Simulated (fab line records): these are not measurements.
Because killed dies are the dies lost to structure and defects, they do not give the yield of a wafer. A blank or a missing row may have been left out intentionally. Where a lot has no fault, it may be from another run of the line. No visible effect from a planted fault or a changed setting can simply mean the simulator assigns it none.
Split-lot experiment    flow ritCmos    23 wafers read across 5 lots, on a route 202 steps long

== ABOUT THE SPLIT ==
At RIT_PWELL_IMPLANT_08, the setting energyKev was moved away from the recipe's 170 on 9 of the 23 wafers read, by -3.0% to +4.8%. All remaining wafers had this setting at the recipe value.

The reading is taken at the split's own step.

== THE READING ==
The simulator's own value implant.drpNm, read by no gauge, in nm at RIT_PWELL_IMPLANT_08. No usual value for it is given in the file.

wafer   tool, chamber at the split  energyKev as run  against the recipe  implant.drpNm, nm  against lot-mates on the recipe
L075.1  implanter-02, 0             170               recipe              102.9              -
L075.4  implanter-02, 0             170               recipe              102.9              -
L075.6  implanter-02, 0             170               recipe              102.9              -
L075.2  implanter-02, 0             173.2             +1.9%               103.4              +0.5
L075.5  implanter-02, 0             173.2             +1.9%               103.4              +0.5
L078.1  implanter-01, 0             178.1             +4.8%               104.2              +1.3
L078.3  implanter-01, 0             178.1             +4.8%               104.2              +1.3
L078.5  implanter-01, 0             178.1             +4.8%               104.2              +1.3
L078.2  implanter-01, 0             170               recipe              102.9              -
L078.6  implanter-01, 0             170               recipe              102.9              -
L081.1  implanter-01, 0             170               recipe              102.9              -
L081.3  implanter-01, 0             170               recipe              102.9              -
L081.6  implanter-01, 0             170               recipe              102.9              -
L084.1  implanter-02, 0             170               recipe              102.9              -
L084.3  implanter-02, 0             170               recipe              102.9              -
L084.4  implanter-02, 0             170               recipe              102.9              -
L084.2  implanter-02, 0             164.9             -3.0%               101.8              -1.1
L084.6  implanter-02, 0             164.9             -3.0%               101.8              -1.1
L085.1  implanter-02, 0             170               recipe              102.9              -
L085.4  implanter-02, 0             170               recipe              102.9              -
L085.6  implanter-02, 0             170               recipe              102.9              -
L085.3  implanter-02, 0             175.4             +3.2%               103.8              +0.9
L085.5  implanter-02, 0             175.4             +3.2%               103.8              +0.9

FIT RESULTS
A straight line over all 23 wafers: implant.drpNm changes by +0.296 nm for each +1% of energyKev; r = +0.99; the points scatter about the line by 0.068 nm.
The same after taking each lot's own level away (the mean of its wafers on the recipe; 23 wafers): +0.296 nm for each +1%; r = +0.99; scatter 0.068 nm.
Per that fit: largest energyKev move, reading shift of 1.4 nm.
The lots' own levels span 102.90 to 102.90 nm.
Consequently the slope shifts little with the lot-to-lot level, the two slopes agreeing.
Check: for one of the wafers moved furthest among these (+4.8%), held out of the fit, the line's prediction against its lot-mates is +1.39 nm. Against them it came out at +1.3 nm.

== THESE WAFERS: OTHER SPLITS ==
These wafers also went through other splits before the reading. Each is held against what the fit with the lots' levels taken away leaves over:
other split on the same wafers     wafers away from the commonest value  r with implant.drpNm (lot level and that fit taken away)
RIT_ACTIVE_EXPOSE_08 doseMj        11                                    +0.10
RIT_ACTIVE_STRIP_14 pressureMtorr  10                                    +0.05
RIT_FOX2_OXIDATION_00 oxTimeS      15                                    -0.06
RIT_NWELL_IMPLANT_08 doseCm2       9                                     -0.03

== THE WHOLE CHAIN: every reading that the file lists as answering this split, in the file's order ==
step                  what it does  reading                                                         change (the file's fit)                r (the file's)
RIT_PWELL_IMPLANT_08                implant.rpNm (the simulator's own value, which no gauge read)   +3.75 nm for each +1% of the setting   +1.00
RIT_PWELL_IMPLANT_08                implant.drpNm (the simulator's own value, which no gauge read)  +0.288 nm for each +1% of the setting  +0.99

== FILE'S OWN FIT ==
implant.drpNm changes by +0.288 nm for each +1% of energyKev, r = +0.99.
